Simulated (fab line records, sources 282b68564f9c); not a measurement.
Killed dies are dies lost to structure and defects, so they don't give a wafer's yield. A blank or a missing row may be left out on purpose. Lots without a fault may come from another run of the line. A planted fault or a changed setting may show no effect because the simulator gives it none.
fab line records | flow rit_cmos
record lots=7 wafers=21 last_day=6
route steps=202 shown CONTACT@180 M1@184
lots that met no fault: from a run of the same line without faults
start_h: hours from the record's first day to the start of the lot's first wafer shown | wait_h: hours since the lot's step before | " the same as in the row above | L1.1+2: a row that stands for several wafers | - no value, or no start given | * or withheld: withheld | < > ~ a bound
route shown NAME@n: a module of which the file shows steps, and the number in the route of the first | usual: mean/standard deviation of fault-free wafers | same: alike in all rows | chamber/n: place in a boat | sites: the reading at each site | _std_site: their standard deviation | _edge_site: outer sites' mean less inner sites' | radius_mm: how far each site lies from the wafer's centre | mask NAME#n: copy n | behind: the tool/chamber that last shaped the wafer | hold: why the lot was held/for how many hours/how that ended | device: the transistor (n, p or np) that didn't switch | end of line: the same wafers' tests at the end of the route | a step without rows: its recipe alone | killed: dies lost to structure and defects at the first sort, not the wafer's yield | map: a wafer's dies, x killed, . not, _ none there
set.NAME: the setting as run; set.NAME@STEP: as run at that earlier step | model.NAME: the simulator's own value behind a step, which no gauge read
lots at some steps of the route; a table a step, a row a wafer
services: from which hour (start_h, from the record's first day; less than 0 if before it) a tool's chamber was out of use, for how many hours, and why
## steps
# step RIT_CONTACT_STRIP_12
# recipe chemistry=O2 time_s=180 resist=NOVOLAK platen_temp_c=withheld power_w=500 pressure_mtorr=4000 o2_flow_sccm=4000
# usual drypump_motor_current_A=5.7/0.42
# columns lot.wafer tool chamber start_h wait_h drypump_motor_current_A rf_hours_counter_h
L110.2 plasma_asher-01 0 57.97 0.1 6.0 43
L110.5 " 1 " " 6.1 -
L110.6 " 0 " " 6.0 -
L114.2 plasma_asher-04 0 77.19 0.1 6.3 46
L114.4 " 1 " " 4.8 -
L114.6 " 1 " " 4.8 -
L115.1 plasma_asher-01 0 82.64 0.1 5.9 46
L115.3 " 1 " " 6.1 -
L115.4 " 0 " " 5.9 -
L116.1 plasma_asher-01 1 86.25 0.1 6.0 46
L116.2 " 0 " " 6.0 46
L116.6 " 0 " " 6.0 -
L122.1 plasma_asher-03 1 118.42 0.1 5.4 0
L122.4 " 1 " " 5.4 -
L122.6 " 0 " " 5.4 -
L126.4 plasma_asher-04 1 138.54 0.2 4.9 -
L126.5 " 1 " " 4.9 -
L126.6 " 0 " " 6.3 -
L127.2 plasma_asher-01 0 142.08 0.1 6.0 52
L127.3 " 0 " " 6.0 -
L127.4 " 1 " " 6.1 -
# step RIT_CONTACT_CD_MEAS_90
# recipe target_cd_nm=1000
# usual cd_nm=999.5/2.4
# columns lot.wafer tool chamber start_h wait_h cd_nm
L110.2 cd_sem-01 - 58.16 0.1 997.9
L110.5 " - " " 999.3
L110.6 " - " " 999.1
L114.2 cd_sem-02 - 77.39 0.1 1002.7
L114.4 " - " " 1002.5
L114.6 " - " " 1002.6
L115.1 cd_sem-02 - 82.82 0.1 1000.8
L115.3 " - " " 1001.1
L115.4 " - " " 1000.5
L116.1 cd_sem-02 - 86.42 0.1 997.9
L116.2 " - " " 995.7
L116.6 " - " " 998.0
L122.1 cd_sem-02 - 118.59 0.1 1002.6
L122.4 " - " " 1001.2
L122.6 " - " " 1003.4
L126.4 cd_sem-02 - 138.72 0.1 1000.1
L126.5 " - " " 1002.4
L126.6 " - " " 999.9
L127.2 cd_sem-02 - 142.27 0.1 998.5
L127.3 " - " " 998.4
L127.4 " - " " 1000.0
# step RIT_CONTACT_CLEAN_13
# recipe chemistry=SC1 mix=3:3:50 time_s=600 temp_c=75
# step RIT_CONTACT_CLEAN_14
# recipe chemistry=SC2 mix=3:3:50 time_s=600 temp_c=75 dry=n2_spin
# step RIT_M1_SPUTTER_00
# recipe material=Al target_thk_nm=400 power_w=2000 chamber_pressure_pa=0.4 gas=Ar time_s=500 substrate_temp_c=25
# usual throttle_valve_pct=29.4/1
# columns lot.wafer tool chamber start_h wait_h throttle_valve_pct
L110.2 pvd_sputter-01 - 58.63 0.0 30.2
L110.5 " - " " 29.5
L110.6 " - " " 27.9
L114.2 pvd_sputter-01 - 77.87 0.0 30.0
L114.4 " - " " 28.2
L114.6 " - " " 29.6
L115.1 pvd_sputter-04 - 83.29 0.0 29.0
L115.3 " - " " 28.4
L115.4 " - " " 29.4
L116.1 pvd_sputter-01 - 86.89 0.0 29.9
L116.2 " - " " 29.5
L116.6 " - " " 30.3
L122.1 pvd_sputter-01 - 119.06 0.0 29.5
L122.4 " - " " 30.1
L122.6 " - " " 29.3
L126.4 pvd_sputter-01 - 139.15 0.0 29.8
L126.5 " - " " 29.5
L126.6 " - " " 27.8
L127.2 pvd_sputter-04 - 142.72 0.0 29.2
L127.3 " - " " 31.4
L127.4 " - " " 29.1
# step RIT_M1_RS_MEAS_01
# recipe thk_meas_gauge=four-point-probe reads=Al_of_M1_SPUTTER_00
# usual M1_AL_RS=0.0734/0.00065
# columns lot.wafer tool chamber start_h wait_h M1_AL_RS[ohm/sq]
L110.2 film_metro-03 - 58.94 0.2 0.0734
L110.5 " - " " 0.0754
L110.6 " - " " 0.0739
L114.2 film_metro-02 - 78.18 0.2 0.0738
L114.4 " - " " 0.0729
L114.6 " - " " 0.0743
L115.1 film_metro-03 - 83.58 0.1 0.0730
L115.3 " - " " 0.0727
L115.4 " - " " 0.0731
L116.1 film_metro-01 - 87.19 0.1 0.0732
L116.2 " - " " 0.0739
L116.6 " - " " 0.0728
L122.1 film_metro-02 - 119.36 0.1 0.0732
L122.4 " - " " 0.0730
L122.6 " - " " 0.0739
L126.4 film_metro-02 - 139.50 0.2 0.0742
L126.5 " - " " 0.0736
L126.6 " - " " 0.0727
L127.2 film_metro-03 - 143.04 0.2 0.0735
L127.3 " - " " 0.0739
L127.4 " - " " 0.0736
# step RIT_M1_THK_MEAS_02
# recipe thk_meas_gauge=xrf reads=Al_of_M1_SPUTTER_00
# usual M1_AL_THK=408/3.8
# columns lot.wafer tool chamber start_h wait_h M1_AL_THK[nm]
L110.2 film_metro-03 - 59.05 0.1 406
L110.5 " - " " 399
L110.6 " - " " 405
L114.2 film_metro-02 - 78.29 0.1 405
L114.4 " - " " 409
L114.6 " - " " 403
L115.1 film_metro-03 - 83.70 0.1 412
L115.3 " - " " 409
L115.4 " - " " 411
L116.1 film_metro-01 - 87.31 0.1 403
L116.2 " - " " 404
L116.6 " - " " 411
L122.1 film_metro-02 - 119.48 0.1 407
L122.4 " - " " 409
L122.6 " - " " 407
L126.4 film_metro-02 - 139.59 0.1 403
L126.5 " - " " 407
L126.6 " - " " 410
L127.2 film_metro-03 - 143.15 0.1 410
L127.3 " - " " 407
L127.4 " - " " 407
# step RIT_M1_HMDS_03
# recipe prime_time_s=60 prime_temp_c=140
# step RIT_M1_COAT_04
# recipe resist=NOVOLAK spin_rpm=2000 resist_thk_nm=1300
# step RIT_M1_SOFTBAKE_05
# recipe resist=NOVOLAK temp_c=90 time_s=60
# step RIT_M1_EXPOSE_06
# recipe mask_id=M12 na=0.6 source_shape=conventional sigma_outer=0.5 target_cd_nm=2600 dose_mj=250
# step RIT_M1_PEB_07
# recipe resist=NOVOLAK temp_c=withheld time_s=withheld
# step RIT_M1_DEVELOP_08
# recipe resist=NOVOLAK develop_time_s=68.88 dev_temp_c=23
# usual chill_plate_temp_C=22.99/0.11 develop_time_s=68.88/0
# columns lot.wafer tool chamber start_h wait_h chill_plate_temp_C develop_time_s
L110.2 litho_track-04 0 59 - 22.90 68.88
L110.5 " 0 60 - 23.12 68.88
L110.6 " 0 " " 23.06 68.88
L114.2 litho_track-01 - 79 - - -
L114.4 " - " " - -
L114.6 " - " " - -
L115.1 litho_track-04 - 84 - - -
L115.3 " - " " - -
L115.4 " - " " - -
L116.1 litho_track-03 - 88 - - -
L116.2 " - " " - -
L116.6 " - " " - -
L122.1 litho_track-04 0 120 - 23.08 68.88
L122.4 " 0 " " 23.14 68.88
L122.6 " 0 " " 22.97 68.88
L126.4 litho_track-04 0 140 - 22.81 68.88
L126.5 " 0 " " 22.93 68.88
L126.6 " 0 " " 22.86 68.88
L127.2 litho_track-01 0 143 - 23.00 68.88
L127.3 " 0 " " 23.09 68.88
L127.4 " 0 " " 22.99 68.88
# step RIT_M1_CD_MEAS_09
# recipe target_cd_nm=2600
# usual cd_nm=2600.8/2.1
# columns lot.wafer tool chamber start_h wait_h cd_nm
L110.2 cd_sem-02 - 60.13 - 2600.6
L110.5 " - " " 2602.0
L110.6 " - " " 2602.2
L114.2 cd_sem-01 - 79.24 - -
L114.4 " - " " -
L114.6 " - " " -
L115.1 cd_sem-02 - 84.76 - -
L115.3 " - " " -
L115.4 " - " " -
L116.1 cd_sem-01 - 88.25 - -
L116.2 " - " " -
L116.6 " - " " -
L122.1 cd_sem-01 - 120.42 - 2600.1
L122.4 " - " " 2599.0
L122.6 " - " " 2600.5
L126.4 cd_sem-02 - 140.56 - 2601.8
L126.5 " - " " 2602.2
L126.6 " - " " 2603.2
L127.2 cd_sem-02 - 144.10 - 2601.8
L127.3 " - " " 2601.5
L127.4 " - " " 2599.6
## services
# columns tool chamber start_h hours kind
plasma_asher-01 - 60.14 2.8 pm
plasma_asher-03 - 79.26 1.9 repair
pvd_sputter-04 - 82.54 0.5 repair
pvd_sputter-01 - 102.87 1.8 repair
pvd_sputter-04 - 104.68 5.8 repair
plasma_asher-03 - 108.75 9.0 pm
plasma_asher-03 0 108.75 9.0 vent_cycle
plasma_asher-03 1 108.75 9.0 vent_cycle
plasma_asher-03 0 117.75 - clean
plasma_asher-03 1 117.75 - clean
plasma_asher-03 - 133.45 1.9 repair
## key
first_sign step=RIT_M1_DEVELOP_08 reading=tool_record direction=missing
effect none on later readings
met_at RIT_M1_DEVELOP_08
struck_wafers L114.2,L114.4,L114.6,L115.1,L115.3,L115.4,L116.1,L116.2,L116.6
later_rows_left_out L114.2,L114.4,L114.6,L115.1,L115.3,L115.4,L116.1,L116.2,L116.6
sort_left_out L114.2,L114.4,L114.6,L115.1,L115.3,L115.4,L116.1,L116.2,L116.6
onset_between 59 79
fault kind=skipped_step_whole tool=litho_track-01,litho_track-03,litho_track-04 chamber=- onset_h=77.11 steps=RIT_M1_DEVELOP_08 scope=struck_lots_only
# sort_left_out: the simulated sort isn't trusted on such a fault, so these wafers' sort isn't shown, and their yield isn't known
# later_rows_left_out: the simulator's readings of these wafers behind a module that went badly wrong aren't trusted and aren't shown, but for the sort
